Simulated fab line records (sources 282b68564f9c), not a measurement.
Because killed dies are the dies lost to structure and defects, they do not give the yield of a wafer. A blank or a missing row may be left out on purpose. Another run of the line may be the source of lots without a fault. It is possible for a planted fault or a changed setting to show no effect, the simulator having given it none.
Which tool did it? ; flow rit-cmos ; 14 lots with 42 wafers sampled at 2 steps, on a route of 202 steps

## WHAT THE GAUGES READ, wafer by wafer
RIT_GATE_THK_MEAS_07. Usual: GATE_OXIDE_THK typically reads 3.06 nm, with standard deviation 0.079.
lot;measured;on;GATE_OXIDE_THK (nm);flag
L870;day 2 18:04;film-metro-02;2.98 2.94 2.95;
L871;day 2 21:12;film-metro-02;3.08 3.09 3.06;
L872;day 3 01:39;film-metro-01;3.12 3.08 3.16;
L873;day 3 07:08;film-metro-01;3.14 3.17 3.15;
L874;day 3 12:28;film-metro-02;3.15 3.12 3.12;
L875;day 3 22:49;film-metro-04;3.10 3.20 3.09;
L876;day 4 00:59;film-metro-01;3.09 3.14 3.21;
L880;day 4 22:36;film-metro-01;3.04 3.02 3.02;
L883;day 5 14:36;film-metro-04;3.80 3.78 3.88;OFF
L884;day 5 14:49;film-metro-02;3.92 3.94 3.90;OFF
L889;day 6 15:38;film-metro-01;2.96 2.89 2.95;
L890;day 7 07:09;film-metro-02;2.95 2.93 2.90;
L891;day 7 07:10;film-metro-01;3.07 3.09 3.20;
L892;day 7 07:09;film-metro-04;3.12 3.10 3.09;

## TOOL THAT RAN EACH LOT (tool first, then ch and the chambers of the sampled wafers, then the start)
lot;RIT_GATE_OXIDATION_05
L870;furnace-04 ch 0, day 2 15:23
L871;furnace-03 ch 0, day 2 19:22
L872;furnace-03 ch 0, day 3 00:19
L873;furnace-03 ch 0, day 3 04:49
L874;furnace-03 ch 0, day 3 10:55
L875;furnace-03 ch 0, day 3 19:37
L876;furnace-03 ch 0, day 3 22:37
L880;furnace-01 ch 0, day 4 20:48
L883;furnace-04 ch 0, day 5 12:11
L884;furnace-04 ch 0, day 5 13:16
L889;furnace-03 ch 0, day 6 14:18
L890;furnace-01 ch 0, day 7 04:31
L891;furnace-01 ch 0, day 7 04:31
L892;furnace-01 ch 0, day 7 04:31
- RIT_GATE_OXIDATION_05: target thk 3 nm, ox time 274.8 s.

## AS READ BY THE TOOLS THEMSELVES (means over the sampled wafers that have a number; for cases with no such wafer, the mark the record gives instead)
RIT_GATE_OXIDATION_05. Usual: spike-tc-centre-C 901.7 C, standard deviation 1.2; spike-tc-load-C 924.5 C, standard deviation 2.5; spike-tc-source-C 920 C, standard deviation 4.1; tube-center-temp-C 899.99 C, standard deviation 0.08; tube_center_temp_C_max 902.3, standard deviation 0.37.
lot;tool;spike-tc-centre-C (C);spike-tc-load-C (C);spike-tc-source-C (C);tube-center-temp-C (C);tube_center_temp_C_max;flag
L870;furnace-04;902.8;924.3;925;899.96;902.3;
L871;furnace-03;900.5;922.5;915;899.99;902.4;
L872;furnace-03;902.0;921.8;916;899.96;902.3;
L873;furnace-03;900.5;921.8;915;899.99;902.5;
L874;furnace-03;900.3;922.3;916;900.06;902.2;
L875;furnace-03;901.0;922.3;916;899.92;902.3;
L876;furnace-03;901.9;921.9;916;899.95;902.2;
L880;furnace-01;901.6;927.9;921;900.03;902.4;
L883;furnace-04;923.4;944.6;946;920.10;922.9;OFF
L884;furnace-04;922.3;945.7;944;920.04;922.7;OFF
L889;furnace-03;901.2;922.7;916;899.97;902.3;
L890;furnace-01;902.0;927.9;921;899.96;902.2;
L891;furnace-01;901.9;928.0;921;899.87;902.0;
L892;furnace-01;901.2;928.0;922;899.92;902.3;

## THE ANSWER, worked out from the rows above alone
Rule: a lot counts as off when the mean over its wafers that have a number is more than 3 standard deviations away from the usual mean. Also off: a lot with no number at a reading for which 4 or more lots have one. Where the step has rows for the other lots, those lots are counted as sound. Order of review: gauges by route order, followed by the tools' own readings, for which a lot's mean as printed above is used. The first step at which some lot is off is used, and at that step the reading that is off furthest; a lot without a number counts as furthest.
Off: L883, L884, seen at RIT_GATE_THK_MEAS_07 (GATE_OXIDE_THK).
A tool fits if, at a process step before that reading, it ran every lot that is off, and no sound lot after the first of them. The gauges at RIT_GATE_THK_MEAS_07 aren't tried: what is off there is off at RIT_GATE_OXIDATION_05 too, on other tools, and a gauge's error can't cause that. One fits: RIT_GATE_OXIDATION_05 on furnace-04. A fault onset in the window from L870 (day 2 15:23, its last sound lot) to L883 (day 5 12:11, its first lot off) fits.
The tool's own readings at RIT_GATE_OXIDATION_05 bear it out: on the lots that are off they differ by more than 5 times the standard deviation of the sound lots' means. spike-tc-centre-C reads 922.8 C there against 901.4 C on the sound lots; spike-tc-load-C reads 945.2 C there against 924.3 C on the sound lots; spike-tc-source-C reads 945 C there against 918 C on the sound lots; tube-center-temp-C reads 920.07 C there against 899.97 C on the sound lots; tube_center_temp_C_max reads 922.8 there against 902.3 on the sound lots.

## WHAT HAD BEEN PUT IN BY THE SIMULATOR
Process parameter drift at RIT_GATE_OXIDATION_05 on furnace-04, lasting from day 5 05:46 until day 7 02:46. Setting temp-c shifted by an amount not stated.
Lots struck among those shown: L883, L884. The rule above reached the same finding.
